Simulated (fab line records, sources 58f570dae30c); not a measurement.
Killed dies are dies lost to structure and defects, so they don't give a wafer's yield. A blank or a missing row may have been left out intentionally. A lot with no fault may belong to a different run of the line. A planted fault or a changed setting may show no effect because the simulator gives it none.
What tool caused it? ; flow berkeleyCmos170 ; 6 lots with 18 wafers sampled at 3 steps, on a route of 331 steps

WHAT EACH GAUGE READ, for each wafer
UCB170_NSD_TW_MEAS_10.
lot;measured;on;NSD_TW
L761;day 8 07:10;filmMetro-04;4176 4191 4176
L766;day 9 01:39;filmMetro-01;4178 4155 4167
L767;day 9 12:14;filmMetro-02;4109 4141 4141
L771;day 10 10:38;filmMetro-04;4183 4179 4188
L775;day 11 22:05;filmMetro-04;30 30 30
L783;day 13 14:31;filmMetro-04;4205 4214 4203

EACH LOT AND THE TOOL THAT RAN IT (in order: tool; ch and the chambers of the sampled wafers; start)
lot;UCB170_PSD_STRIP_09;UCB170_NSD_STRIP_09
L761;plasmaAsher-03 ch 1, day 8 04:49;plasmaAsher-02 ch 0,1, day 8 07:04
L766;plasmaAsher-03 ch 0,1, day 8 23:56;plasmaAsher-02 ch 0,1, day 9 01:33
L767;plasmaAsher-02 ch 0,1, day 9 10:10;plasmaAsher-01 ch 0,1, day 9 12:08
L771;plasmaAsher-03 ch 1, day 10 08:05;plasmaAsher-02 ch 0,1, day 10 10:32
L775;plasmaAsher-02 ch 0, day 11 17:17;plasmaAsher-02 ch 0,1, day 11 21:59
L783;plasmaAsher-04 ch 0,1, day 13 12:47;plasmaAsher-01 ch 0,1, day 13 14:24
- UCB170_PSD_STRIP_09: strips in O2.
- UCB170_NSD_STRIP_09: strips in O2.

THE ANSWER, worked out from the rows above alone
Rule: the lots themselves supply what counts as usual. Put in order of their means at a reading, lots are off if they are a third of the lots or fewer, leave a main group of 4 or more, and stand apart from it by a gap of 3 or more times the standard deviation of the main group's means; of several such gaps the widest counts. A main group whose means are all the same, to the digits that the tables above print for the reading, isn't used. Also off: a lot with no number at a reading for which 4 or more lots have one. All remaining lots with rows at the step are treated as sound.
Off: L775, at UCB170_NSD_TW_MEAS_10 (NSD_TW). For the main group the mean is 4174 and the standard deviation 25.
A tool fits if, at a process step before that reading, it ran every lot that is off, and no sound lot after the first of them. Those tools and the gauges at UCB170_NSD_TW_MEAS_10 are tried in the same way. One fits: UCB170_PSD_STRIP_09 and UCB170_NSD_STRIP_09 on plasmaAsher-02. At UCB170_PSD_STRIP_09 its last sound lot is L767 (day 9 10:10), its first lot that is off L775 (day 11 17:17): a fault that began between those two fits.

WHAT THE SIMULATOR HAD INSERTED
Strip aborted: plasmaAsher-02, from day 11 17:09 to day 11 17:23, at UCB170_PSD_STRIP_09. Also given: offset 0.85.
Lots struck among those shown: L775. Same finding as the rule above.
